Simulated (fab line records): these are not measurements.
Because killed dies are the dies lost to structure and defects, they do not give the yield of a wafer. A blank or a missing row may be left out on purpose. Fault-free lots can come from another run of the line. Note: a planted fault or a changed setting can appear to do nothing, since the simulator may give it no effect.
Which tool was responsible?    flow berkeley cmos170    42 wafers from 14 lots sampled at 5 of the route's 331 steps

== WHAT THE GAUGES READ, wafer by wafer ==
UCB170_V1_OVL_MEAS_13. Usual: V1_OVL typically reads -1 nm, with standard deviation 4.7.
lot   measured      on          V1_OVL (nm)  flag
L631  day 7 21:41   overlay-01  -3 -1 -5     
L634  day 8 06:46   overlay-02  -3 0 -4      
L632  day 8 08:48   overlay-02  5 4 5        
L637  day 9 03:02   overlay-02  8 3 8        
L641  day 9 14:08   overlay-02  1 3 2        
L640  day 9 14:24   overlay-02  -6 0 -1      
L639  day 9 14:40   overlay-01  2 4 0        
L642  day 11 00:38  overlay-01  1 2 3        
L648  day 11 16:16  overlay-02  -1 -3 -6     
L650  day 11 17:08  overlay-01  0 1 3        
L651  day 12 04:10  overlay-01  2 -3 0       
L652  day 12 05:22  overlay-01  -5 1 -2      
L653  day 12 06:40  overlay-02  -7 -5 -9     
L654  day 12 14:37  overlay-02  -5 -1 1      

UCB170_V1_CD_MEAS_90: the cd target is 700 nm. Usual: 699.7 nm for cd nm, sd 1.4.
lot   measured      on         cd nm (nm)                           flag
L631  day 7 22:00   cd sem-01  701.8 701.6 702.2                    
L634  day 8 07:04   cd sem-01  698.5 696.1 698.3                    
L632  day 8 09:08   cd sem-02  697.0 696.8 698.3                    
L637  day 9 03:22   cd sem-01  698.3 697.9 697.1                    
L641  day 9 14:26   cd sem-02  700.6 700.3 699.4                    
L640  day 9 14:43   cd sem-01  700.3 701.0 699.3                    
L639  day 9 14:59   cd sem-02  699.0 698.8 699.8                    
L642  day 11 00:59  cd sem-01  699.7 698.4 699.0                    
L648  day 11 16:35  cd sem-01  710.6 711.5 709.6 710.9 711.4 709.3  OFF
L650  day 11 17:27  cd sem-01  698.8 701.6 700.1                    
L651  day 12 04:30  cd sem-01  712.9 715.0 715.2 713.0 714.8 715.5  OFF
L652  day 12 05:41  cd sem-02  701.0 701.7 699.6                    
L653  day 12 06:59  cd sem-02  700.7 699.6 700.5                    
L654  day 12 14:56  cd sem-01  701.8 700.6 699.8                    

UCB170_M2_OVL_MEAS_16. Usual: M2_OVL typically reads 2 nm, with standard deviation 7.2.
lot   measured      on          M2_OVL (nm)  flag
L631  day 8 00:50   overlay-02  12 15 7      
L634  day 8 09:48   overlay-02  7 -1 9       
L632  day 8 12:19   overlay-02  -4 1 -4      
L637  day 9 05:37   overlay-02  -1 -5 -2     
L641  day 9 17:59   overlay-02  1 8 9        
L640  day 9 18:26   overlay-02  7 -2 1       
L639  day 9 18:43   overlay-01  6 4 9        
L642  day 11 04:55  overlay-01  9 7 15       
L648  day 11 22:11  overlay-01  4 6 -4       
L650  day 11 19:59  overlay-02  8 14 2       
L651  day 12 08:49  overlay-01  12 5 7       
L652  day 12 08:16  overlay-02  -3 0 6       
L653  day 12 09:23  overlay-01  4 -2 -1      
L654  day 12 17:04  overlay-01  5 -4 0       

== EACH LOT AND THE TOOL THAT RAN IT (in order: tool; ch and the chambers of the sampled wafers; start) ==
lot   UCB170_V1_ETCH_14                   UCB170_V1_STRIP_15
L631  rie diel-04 ch 0,2, day 7 21:43     plasma asher-01 ch 0, day 7 21:54
L634  rie diel-03 ch 0,1,2, day 8 06:47   plasma asher-01 ch 1, day 8 06:58
L632  rie diel-04 ch 0,1, day 8 08:50     plasma asher-02 ch 0,1, day 8 09:01
L637  rie diel-02 ch 2,3, day 9 03:04     plasma asher-01 ch 0,1, day 9 03:14
L641  rie diel-03 ch 0,1,2, day 9 14:10   plasma asher-01 ch 0,1, day 9 14:20
L640  rie diel-04 ch 1,2,3, day 9 14:26   plasma asher-04 ch 1, day 9 14:36
L639  rie diel-02 ch 0,3, day 9 14:42     plasma asher-02 ch 1, day 9 14:53
L642  rie diel-04 ch 0,2, day 11 00:40    plasma asher-02 ch 0,1, day 11 00:52
L648  rie diel-03 ch 0,1,2, day 11 16:18  plasma asher-01 ch 1, day 11 16:28
L650  rie diel-02 ch 1,2,3, day 11 17:10  plasma asher-01 ch 0,1, day 11 17:21
L651  rie diel-03 ch 0,2,3, day 12 04:12  plasma asher-04 ch 0,1, day 12 04:23
L652  rie diel-02 ch 0,1,2, day 12 05:25  plasma asher-01 ch 0,1, day 12 05:35
L653  rie diel-04 ch 0,1,2, day 12 06:42  plasma asher-02 ch 0,1, day 12 06:53
L654  rie diel-02 ch 0,1,2, day 12 14:39  plasma asher-02 ch 0,1, day 12 14:50
- UCB170_V1_ETCH_14: etches SiO2 in CHF3/CF4/Ar, stops on Al, target depth 1250 nm, time 291 s.
- UCB170_V1_STRIP_15: strips in O2.

== AS READ BY THE TOOLS THEMSELVES (means over the sampled wafers that have a number; for cases with no such wafer, the mark the record gives instead) ==
UCB170_V1_ETCH_14. Usual: drypump motor current A 5.7 A, standard deviation 0.48; oes product au 0.875 a.u., standard deviation 0.016; rf fwd power W 698.3 W, standard deviation 2.1; throttle valve pct 6.91 %, standard deviation 0.12.
lot   tool         drypump motor current A (A)  oes product au (a.u.)  rf fwd power W (W)  throttle valve pct (%)  flag
L631  rie diel-04  5.0                          0.881                  699.2               6.99                    
L634  rie diel-03  5.9                          0.875                  697.9               6.81                    
L632  rie diel-04  5.5                          0.875                  698.1               6.95                    
L637  rie diel-02  5.5                          0.866                  698.5               7.02                    
L641  rie diel-03  5.8                          0.873                  699.8               6.81                    
L640  rie diel-04  5.6                          0.874                  698.9               7.04                    
L639  rie diel-02  6.1                          0.887                  696.9               6.78                    
L642  rie diel-04  5.1                          0.881                  698.4               6.98                    
L648  rie diel-03  5.9                          0.872                  1187.1              6.82                    OFF
L650  rie diel-02  5.5                          0.881                  697.5               6.95                    
L651  rie diel-03  5.6                          0.876                  1189.5              6.86                    OFF
L652  rie diel-02  5.8                          0.887                  698.5               6.92                    
L653  rie diel-04  5.5                          0.878                  697.3               6.95                    
L654  rie diel-02  5.8                          0.886                  698.1               6.93                    

UCB170_V1_STRIP_15. Usual: drypump motor current A 5.7 A, standard deviation 0.4; oes product au 0.722 a.u., standard deviation 0.0043; strip time to endpoint s 15.38 s, standard deviation 0.11.
lot   tool             drypump motor current A (A)  oes product au (a.u.)  strip time to endpoint s (s)  flag
L631  plasma asher-01  5.5                          0.723                  15.33                         
L634  plasma asher-01  5.9                          0.720                  15.43                         
L632  plasma asher-02  5.8                          0.722                  15.58                         
L637  plasma asher-01  5.7                          0.721                  15.42                         
L641  plasma asher-01  5.8                          0.726                  15.35                         
L640  plasma asher-04  6.2                          0.724                  15.40                         
L639  plasma asher-02  5.0                          0.724                  15.28                         
L642  plasma asher-02  5.8                          0.721                  15.42                         
L648  plasma asher-01  5.8                          0.719                  13.40                         OFF
L650  plasma asher-01  5.6                          0.723                  15.39                         
L651  plasma asher-04  6.1                          0.718                  13.40                         OFF
L652  plasma asher-01  5.8                          0.721                  15.42                         
L653  plasma asher-02  5.8                          0.725                  15.41                         
L654  plasma asher-02  5.8                          0.722                  15.42                         

== THE ANSWER, worked out from the rows above alone ==
Rule: a lot counts as off when the mean over its wafers that have a number is more than 3 standard deviations away from the usual mean. Also off: a lot with no number at a reading for which 4 or more lots have one. All remaining lots with rows at the step are treated as sound. First the gauges in route order, then the tools' own readings, where a lot's mean is used as printed above. The first step at which some lot is off is used, and at that step the reading that is off furthest; a lot without a number counts as furthest.
Off, at UCB170_V1_CD_MEAS_90 on cd nm: L648, L651.
A tool fits if, at a process step before that reading, it ran every lot that is off, and no sound lot after the first of them. Not tried: the gauges at UCB170_V1_CD_MEAS_90; whatever is off there is also off at UCB170_V1_ETCH_14, on other tools, and gauge error can't account for it. One fits: UCB170_V1_ETCH_14 on rie diel-03. A fault onset in the window from L641 (day 9 14:10, its last sound lot) to L648 (day 11 16:18, its first lot off) fits.
On the lots that are off, the tool's own readings at UCB170_V1_ETCH_14 differ by more than 5 times the standard deviation of the sound lots' means, which bears it out; rf fwd power W reads 1188.3 W there versus 698.3 W on the sound lots.

== WHAT THE SIMULATOR HAD INSERTED ==
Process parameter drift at UCB170_V1_ETCH_14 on rie diel-03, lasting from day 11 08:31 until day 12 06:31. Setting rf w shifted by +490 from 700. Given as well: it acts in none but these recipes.
Lots struck among those shown: L648, L651. The rule above found the same.
